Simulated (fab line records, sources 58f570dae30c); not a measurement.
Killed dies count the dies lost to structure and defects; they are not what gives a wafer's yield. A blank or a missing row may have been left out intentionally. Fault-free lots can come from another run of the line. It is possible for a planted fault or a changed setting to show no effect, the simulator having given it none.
Tool commonality check + flow berkeley_cmos170 + 14 lots, 42 wafers sampled

WHAT PROMPTED THE OPENING
UCB170_PWELL_THK_MEAS_03, reading PWELL_OXIDE_THK: flagged on 2 of 14 lots. No-fault wafers: 24.9 nm, standard deviation 0.54.
Rule: flag the lot when none of its wafers has a number, or when each of its wafers that has one lies beyond 4 standard deviations from that mean. All remaining lots are regarded as sound.

| lot  | measured    | on            | PWELL_OXIDE_THK (nm), wafer by wafer | flag    |
|------|-------------|---------------|--------------------------------------|---------|
| L351 | day 2 20:41 | film_metro-01 | 26.1 25.8 25.6                       |         |
| L353 | day 3 02:30 | film_metro-03 | 25.1 25.3 25.6                       |         |
| L355 | day 3 16:28 | film_metro-03 | 37.2 37.3 36.6                       | FLAGGED |
| L361 | day 4 23:36 | film_metro-04 | 37.9 37.9 37.6                       | FLAGGED |
| L363 | day 5 07:08 | film_metro-03 | 23.6 24.0 24.1                       |         |
| L364 | day 5 15:22 | film_metro-03 | 25.0 25.1 24.8                       |         |
| L366 | day 5 23:51 | film_metro-04 | 25.3 24.3 24.7                       |         |
| L367 | day 6 07:03 | film_metro-01 | 24.9 24.9 24.4                       |         |
| L368 | day 6 07:04 | film_metro-03 | 24.7 24.6 24.9                       |         |
| L369 | day 6 11:09 | film_metro-04 | 24.3 24.5 24.5                       |         |
| L370 | day 6 18:47 | film_metro-03 | 25.9 25.4 25.3                       |         |
| L372 | day 7 03:27 | film_metro-03 | 24.7 25.0 25.5                       |         |
| L373 | day 7 10:08 | film_metro-03 | 24.6 24.8 24.4                       |         |
| L374 | day 7 10:08 | film_metro-04 | 24.1 24.2 24.2                       |         |
Average over the flagged lots: 37.4 nm; offset from the usual +12.5 nm, equal to +23 standard deviations.

LOT BY LOT: THE TOOL USED
2 process steps preceding the reading are held in the record, out of 331 steps in the route. Every cell lists first the tool, next ch and the chambers used by the sampled wafers, and last the start.
| lot  | flag    | UCB170_NWELL_ETCH_13              | UCB170_PWELL_OXIDATION_02                                     |
|------|---------|-----------------------------------|---------------------------------------------------------------|
| L351 |         | rie_diel-01 ch 0,2,3, day 2 07:19 | furnace-03 ch 0, day 2 19:19                                  |
| L353 |         | rie_diel-03 ch 0,3, day 2 16:52   | furnace-04 ch 0, day 3 01:08                                  |
| L355 | FLAGGED | rie_diel-03 ch 0,1,3, day 3 02:59 | furnace-01 ch 0, day 3 12:26                                  |
| L361 | FLAGGED | rie_diel-02 ch 1,2, day 4 12:25   | furnace-04 ch 0, day 4 19:59 and furnace-03 ch 0, day 4 22:15 |
| L363 |         | rie_diel-03 ch 0,1,3, day 4 18:49 | furnace-01 ch 0, day 5 05:47                                  |
| L364 |         | rie_diel-02 ch 1,3, day 5 06:23   | furnace-04 ch 0, day 5 14:01                                  |
| L366 |         | rie_diel-01 ch 0,1,3, day 5 13:22 | furnace-01 ch 0, day 5 22:30                                  |
| L367 |         | rie_diel-02 ch 0,3, day 5 20:04   | furnace-01 ch 0, day 6 05:42                                  |
| L368 |         | rie_diel-03 ch 0,2, day 5 22:04   | furnace-01 ch 0, day 6 05:42                                  |
| L369 |         | rie_diel-03 ch 0,3, day 6 01:22   | furnace-01 ch 0, day 6 09:48                                  |
| L370 |         | rie_diel-03 ch 0,2,3, day 6 08:46 | furnace-04 ch 0, day 6 17:25                                  |
| L372 |         | rie_diel-02 ch 0,1,3, day 6 16:54 | furnace-04 ch 0, day 7 02:05                                  |
| L373 |         | rie_diel-01 ch 0,1,3, day 7 01:29 | furnace-04 ch 0, day 7 08:47                                  |
| L374 |         | rie_diel-02 ch 0,2,3, day 7 01:37 | furnace-04 ch 0, day 7 08:47                                  |
These steps, and what they do:
- UCB170_NWELL_ETCH_13: etches Si3N4 in CH3F/Ar/O2, stops on SiO2, target depth 246.4 nm, time 154 s.
- UCB170_PWELL_OXIDATION_02: target thk 26.4 nm, ox time 1260 s.
- UCB170_PWELL_THK_MEAS_03

FLAGGED AGAINST TOTAL, ONE TOOL AT A TIME (gauges that did the reading follow at the end)
| step                      | tool          | lots run | flagged | share of the flagged lots | sound lots run after its first flagged lot |
|---------------------------|---------------|----------|---------|---------------------------|--------------------------------------------|
| UCB170_NWELL_ETCH_13      | rie_diel-01   | 3        | 0       | none                      | -                                          |
| UCB170_NWELL_ETCH_13      | rie_diel-02   | 5        | 1       | some                      | 4 (L364,L367,L372,L374)                    |
| UCB170_NWELL_ETCH_13      | rie_diel-03   | 6        | 1       | some                      | 4 (L363,L368,L369,L370)                    |
| UCB170_PWELL_OXIDATION_02 | furnace-01    | 6        | 1       | some                      | 5 (L363,L366,L367,L368,L369)               |
| UCB170_PWELL_OXIDATION_02 | furnace-03    | 2        | 1       | some                      | 0                                          |
| UCB170_PWELL_OXIDATION_02 | furnace-04    | 7        | 1       | some                      | 5 (L364,L370,L372,L373,L374)               |
| UCB170_PWELL_THK_MEAS_03  | film_metro-01 | 2        | 0       | none                      | -                                          |
| UCB170_PWELL_THK_MEAS_03  | film_metro-03 | 8        | 1       | some                      | 6 (L363,L364,L368,L370,L372,L373)          |
| UCB170_PWELL_THK_MEAS_03  | film_metro-04 | 4        | 1       | some                      | 3 (L366,L369,L374)                         |

WHAT IS ALLOWED BY THE TABLE
No row of the table ran every flagged lot.

WHAT THE SIMULATOR PUT IN
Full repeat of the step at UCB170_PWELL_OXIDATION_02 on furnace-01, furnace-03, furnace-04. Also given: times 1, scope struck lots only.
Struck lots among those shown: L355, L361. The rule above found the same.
